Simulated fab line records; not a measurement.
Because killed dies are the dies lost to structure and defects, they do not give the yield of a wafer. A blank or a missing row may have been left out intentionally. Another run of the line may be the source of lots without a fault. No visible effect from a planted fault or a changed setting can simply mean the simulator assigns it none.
fab line records | flow berkeleyCmos170
record lots=15 wafers=45 lastDay=12
route steps=331 shown NWELL@16 PWELL@47 ACTIVE@70 PFIELD@87
lots with no fault: from the same line, run without faults
startH: hours from the record's first day to the start of the lot's first wafer shown | waitH: hours since the lot's step before | " identical to the entry in the row above | L1.1+2: several wafers, shown together as one row | - no value, or no start given | * or withheld: withheld | < > ~ a bound
route shown NAME@n: names a module that has steps shown in the file, with the first one's number in the route | usual: the fault-free wafers' mean and standard deviation | same: alike in all rows | chamber/n: place in a boat | sites: the reading at each site | _std_site: their standard deviation | _edge_site: mean of outer sites minus mean of inner sites | radiusMm: for every site, how far away it sits from the centre of the wafer | mask NAME#n: copy n | behind: the last tool/chamber to shape the wafer | hold: why the lot was held/for how many hours/how that ended | device: the n, p or np transistor that did not switch | end of line: the same wafers' tests at the end of the route | for a step that has no rows: nothing shown but its recipe | killed: not the wafer's yield, but the dies lost to structure and defects at the first sort | map: the dies of a wafer, with x for killed, . for not killed, _ for no die there
set.NAME: the run value of the setting; set.NAME@STEP: its run value at that earlier step | model.NAME: the simulator's own value behind a step, which no gauge read
a sample of lots followed through the steps of the route, with each step as a table and each wafer as a row
services: when a tool's chamber went out of use (startH, in hours from the record's first day, below 0 if earlier), for how many hours, and the reason
## steps
# step UCB170_NWELL_THK_MEAS_02
# recipe reads=SiO2_of_NWELL_OXIDATION_01
# usual NWELL_OXIDE_THK=26.6/0.57
# columns lot.wafer tool chamber startH waitH NWELL_OXIDE_THK[nm]
L931.1 filmMetro-03 - 27.46 0.0 27.2
L931.2 " - " " 27.3
L931.4 " - " " 27.4
L932.1 filmMetro-04 - 32.43 0.0 27.0
L932.3 " - " " 26.4
L932.6 " - " " 26.9
L933.1 filmMetro-01 - 39.28 0.0 26.5
L933.2 " - " " 26.4
L933.6 " - " " 26.8
L934.3 filmMetro-01 - 44.40 0.0 27.3
L934.4 " - " " 27.4
L934.6 " - " " 27.1
L936.1 filmMetro-03 - 53.16 0.0 26.5
L936.3 " - " " 26.8
L936.4 " - " " 26.1
L935.2 filmMetro-01 - 53.17 0.0 26.0
L935.3 " - " " 26.0
L935.4 " - " " 25.7
L937.3 filmMetro-04 - 60.53 0.0 26.6
L937.4 " - " " 26.3
L937.5 " - " " 26.8
L938.2 filmMetro-01 - 64.45 0.0 26.2
L938.5 " - " " 25.8
L938.6 " - " " 25.9
L939.1 filmMetro-04 - 67.13 0.0 26.6
L939.2 " - " " 25.9
L939.6 " - " " 26.0
L940.2 filmMetro-01 - 73.86 0.0 27.5
L940.4 " - " " 27.5
L940.5 " - " " 27.7
L942.3 filmMetro-03 - 82.22 0.0 25.6
L942.5 " - " " 25.8
L942.6 " - " " 25.9
L944.3 filmMetro-04 - 94.75 0.0 26.3
L944.4 " - " " 26.5
L944.6 " - " " 26.0
L945.1 filmMetro-01 - 101.14 0.0 26.0
L945.2 " - " " 25.6
L945.3 " - " " 25.8
L946.2 filmMetro-04 - 101.15 0.0 26.5
L946.3 " - " " 26.1
L946.5 " - " " 26.4
L953.2 filmMetro-01 - 136.03 0.0 26.3
L953.5 " - " " 26.9
L953.6 " - " " 26.3
# step UCB170_PWELL_OVL_MEAS_13
# usual PWELL_OVL=-1/5.5
# columns lot.wafer tool chamber startH waitH PWELL_OVL[nm]
L931.1 overlay-01 - 55.20 - 0
L931.2 " - " " -6
L931.4 " - " " -3
L932.1 overlay-01 - 56.72 - 9
L932.3 " - " " 9
L932.6 " - " " 7
L933.1 overlay-01 - 64.66 - -1
L933.2 " - " " -6
L933.6 " - " " -3
L934.3 overlay-02 - 68.30 - -4
L934.4 " - " " -6
L934.6 " - " " -10
L936.1 overlay-01 - 73.28 - -7
L936.3 " - " " -6
L936.4 " - " " -4
L935.2 overlay-02 - 73.54 - -5
L935.3 " - " " 1
L935.4 " - " " 3
L938.2 overlay-02 - 87.92 - -9
L938.5 " - " " -20
L938.6 " - " " -9
L937.3 overlay-01 - 87.93 - -2
L937.4 " - " " 2
L937.5 " - " " 3
L939.1 overlay-02 - 88.21 - -4
L939.2 " - " " -2
L939.6 " - " " -3
L940.2 overlay-02 - 99.32 - 9
L940.4 " - " " 1
L940.5 " - " " 3
L942.3 overlay-02 - 106.07 - -2
L942.5 " - " " 5
L942.6 " - " " -2
L944.3 overlay-01 - 120.64 - -8
L944.4 " - " " -8
L944.6 " - " " -16
L946.2 overlay-01 - 121.06 - 9
L946.3 " - " " -2
L946.5 " - " " 4
L945.1 overlay-01 - 129.84 - -5
L945.2 " - " " 0
L945.3 " - " " -1
L953.2 overlay-02 - 159.19 - -5
L953.5 " - " " -1
L953.6 " - " " -6
# step UCB170_ACTIVE_EXPOSE_10
# recipe maskId=ACTIVE targetCdNm=1200 na=0.5 sigmaOuter=0.6 sourceShape=conventional doseMj=20
# usual exposureDoseMJCm2=19.984/0.02 focusOffsetNm=0.0/0.59
# columns lot.wafer tool chamber startH waitH mask exposureDoseMJCm2 focusOffsetNm
L932.1 krfScanner-02 0 80.54 0.2 ACTIVE#0 19.980 0.0
L932.3 " 0 " " ACTIVE#0 20.004 1.0
L932.6 " 0 " " ACTIVE#0 19.998 0.0
L931.1 krfScanner-02 0 80.86 0.1 ACTIVE#0 20.000 0.7
L931.2 " 0 " " ACTIVE#0 20.009 -0.8
L931.4 " 0 " " ACTIVE#0 19.975 -0.4
L933.1 krfScanner-02 0 88.46 0.1 ACTIVE#0 19.977 -0.3
L933.2 " 0 " " ACTIVE#0 20.000 0.2
L933.6 " 0 " " ACTIVE#0 19.977 0.2
L934.3 krfScanner-02 0 94.63 - ACTIVE#0 19.989 -0.8
L934.4 " 0 " " ACTIVE#0 19.968 -0.5
L934.6 " 0 " " ACTIVE#0 19.979 0.4
L935.2 krfScanner-02 0 101.27 0.1 ACTIVE#0 19.979 0.2
L935.3 " 0 " " ACTIVE#0 19.976 0.4
L935.4 " 0 " " ACTIVE#0 19.972 -0.2
L936.1 krfScanner-01 0 101.57 0.2 ACTIVE#0 19.977 -0.9
L936.3 " 0 " " ACTIVE#0 19.960 -0.9
L936.4 " 0 " " ACTIVE#0 19.971 -0.3
L937.3 krfScanner-01 0 113.51 0.1 ACTIVE#0 19.987 0.4
L937.4 " 0 " " ACTIVE#0 19.967 -0.9
L937.5 " 0 " " ACTIVE#0 19.983 0.5
L939.1 krfScanner-01 0 113.62 0.1 ACTIVE#0 19.975 0.1
L939.2 " 0 " " ACTIVE#0 19.974 0.2
L939.6 " 0 " " ACTIVE#0 19.987 -0.6
L938.2 krfScanner-01 0 113.76 0.2 ACTIVE#0 19.960 1.0
L938.5 " 0 " " ACTIVE#0 19.997 0.2
L938.6 " 0 " " ACTIVE#0 19.998 -0.6
L940.2 krfScanner-02 0 130.23 0.2 ACTIVE#0 19.994 0.1
L940.4 " 0 " " ACTIVE#0 20.024 -0.1
L940.5 " 0 " " ACTIVE#0 20.042 0.7
L942.3 krfScanner-01 0 140.88 0.1 ACTIVE#0 19.986 -0.6
L942.5 " 0 " " ACTIVE#0 19.966 0.3
L942.6 " 0 " " ACTIVE#0 19.977 0.8
L944.3 krfScanner-01 - 144.81 0.1 ACTIVE#0 - -
L944.4 " - " " ACTIVE#0 - -
L944.6 " - " " ACTIVE#0 - -
L946.2 krfScanner-02 - 145.17 0.2 ACTIVE#0 - -
L946.3 " - " " ACTIVE#0 - -
L946.5 " - " " ACTIVE#0 - -
L945.1 krfScanner-02 - 156.27 0.1 ACTIVE#0 - -
L945.2 " - " " ACTIVE#0 - -
L945.3 " - " " ACTIVE#0 - -
L953.2 krfScanner-01 0 190.04 0.2 ACTIVE#0 19.973 1.4
L953.5 " 0 " " ACTIVE#0 19.959 -0.5
L953.6 " 0 " " ACTIVE#0 19.967 -0.9
# step UCB170_PFIELD_STRIP_08
# recipe chemistry=O2 powerW=400 pressureMtorr=3500 platenTempC=withheld o2FlowSccm=400 overashFraction=0.5
# usual drypumpMotorCurrentA=5.8/0.61 oesProductAu=0.735/0.0048 stripTimeToEndpointS=21.65/0.063
# columns lot.wafer tool chamber startH waitH drypumpMotorCurrentA oesProductAu rfHoursCounterH stripTimeToEndpointS
L932.1 plasmaAsher-04 0 83.48 0.1 5.2 0.740 25 21.62
L932.3 " 0 " " 5.2 0.733 - 21.63
L932.6 " 1 " " 4.9 0.740 - 21.58
L931.1 plasmaAsher-02 0 83.97 0.1 5.9 0.740 41 21.64
L931.2 " 1 " " 6.2 0.734 41 21.66
L931.4 " 0 " " 5.9 0.737 - 21.68
L933.1 plasmaAsher-02 0 92.69 0.1 5.8 0.730 42 21.55
L933.2 " 1 " " 6.1 0.737 42 21.58
L933.6 " 1 " " 6.2 0.735 - 21.56
L934.3 plasmaAsher-02 0 99.43 0.1 5.9 0.727 - 21.79
L934.4 " 1 " " 6.2 0.733 - 21.79
L934.6 " 1 " " 6.2 0.733 - 21.75
L935.2 plasmaAsher-02 0 103.59 0.1 5.8 0.727 43 21.60
L935.3 " 1 " " 6.1 0.726 - 21.62
L935.4 " 0 " " 5.8 0.726 - 21.63
L936.1 plasmaAsher-04 1 104.07 0.1 4.9 0.737 28 21.63
L936.3 " 0 " " 5.2 0.732 - 21.62
L936.4 " 1 " " 4.9 0.730 - 21.67
L939.1 plasmaAsher-03 0 116.59 0.1 6.3 0.741 40 21.69
L939.2 " 1 " " 6.8 0.737 40 21.66
L939.6 " 0 " " 6.3 0.732 - 21.67
L938.2 plasmaAsher-03 1 116.77 0.1 6.7 0.738 40 21.69
L938.5 " 0 " " 6.3 0.733 - 21.59
L938.6 " 1 " " 6.8 0.739 - 21.55
L937.3 plasmaAsher-04 1 117.01 0.1 5.0 0.733 - 21.60
L937.4 " 0 " " 5.2 0.733 - 21.57
L937.5 " 0 " " 5.2 0.738 - 21.57
L940.2 plasmaAsher-04 0 136.17 0.1 5.2 0.732 32 21.74
L940.4 " 0 " " 5.2 0.731 - 21.64
L940.5 " 1 " " 4.9 0.742 - 21.68
L942.3 plasmaAsher-02 1 144.14 0.1 6.2 0.737 - 21.71
L942.5 " 0 " " 5.9 0.734 - 21.72
L942.6 " 1 " " 6.1 0.736 - 21.65
L953.2 plasmaAsher-03 0 192.11 0.1 6.3 0.725 49 21.64
L953.5 " 0 " " 6.3 0.743 - 21.68
L953.6 " 1 " " 6.7 0.741 - 21.69
## services
# columns tool chamber startH hours kind
krfScanner-02 - 64.37 8.9 repair
krfScanner-01 0 69.41 - calibration
plasmaAsher-04 - 92.19 0.9 repair
plasmaAsher-02 - 108.75 9.0 pm
plasmaAsher-02 0 108.75 9.0 ventCycle
plasmaAsher-02 1 108.75 9.0 ventCycle
plasmaAsher-02 0 117.75 - clean
plasmaAsher-02 1 117.75 - clean
krfScanner-02 0 117.90 - calibration
plasmaAsher-03 - 118.09 1.4 repair
krfScanner-01 - 125.07 0.8 pm
krfScanner-02 - 130.34 1.3 pm
krfScanner-01 - 138.25 0.8 pm
plasmaAsher-02 - 163.56 12.4 repair
krfScanner-01 - 174.03 1.3 pm
krfScanner-02 - 175.86 1.0 pm
krfScanner-01 - 183.01 1.0 pm
## key
firstSign step=UCB170_ACTIVE_EXPOSE_10 reading=toolRecord direction=missing
effect none on later readings
metAt UCB170_ACTIVE_EXPOSE_10
struckLots L944,L945,L946
laterRowsLeftOut L944.3,L944.4,L944.6,L945.1,L945.2,L945.3,L946.2,L946.3,L946.5
sortLeftOut L944.3,L944.4,L944.6,L945.1,L945.2,L945.3,L946.2,L946.3,L946.5
testerLeftOut L944,L945,L946
notActingAt UCB170_NWELL_THK_MEAS_02,UCB170_PWELL_OVL_MEAS_13,UCB170_PFIELD_STRIP_08
onsetBetween 140.88 144.81
fault kind=skippedStepWhole tool=krfScanner-01,krfScanner-02 chamber=- onsetH=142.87 steps=UCB170_ACTIVE_EXPOSE_10 scope=struckLotsOnly
# testerLeftOut: of these lots the tester's yield and bins aren't shown, on N5 and GAA mostly nor the transistor test; their killed dies are dies lost to structure and defects alone, not to doping, threshold or leakage, so they don't give the yield
# sortLeftOut: the simulated sort isn't trusted on such a fault, so these wafers' sort isn't shown, and their yield isn't known
# laterRowsLeftOut: the simulator's readings of these wafers behind a module that went badly wrong aren't trusted and aren't shown, but for the sort
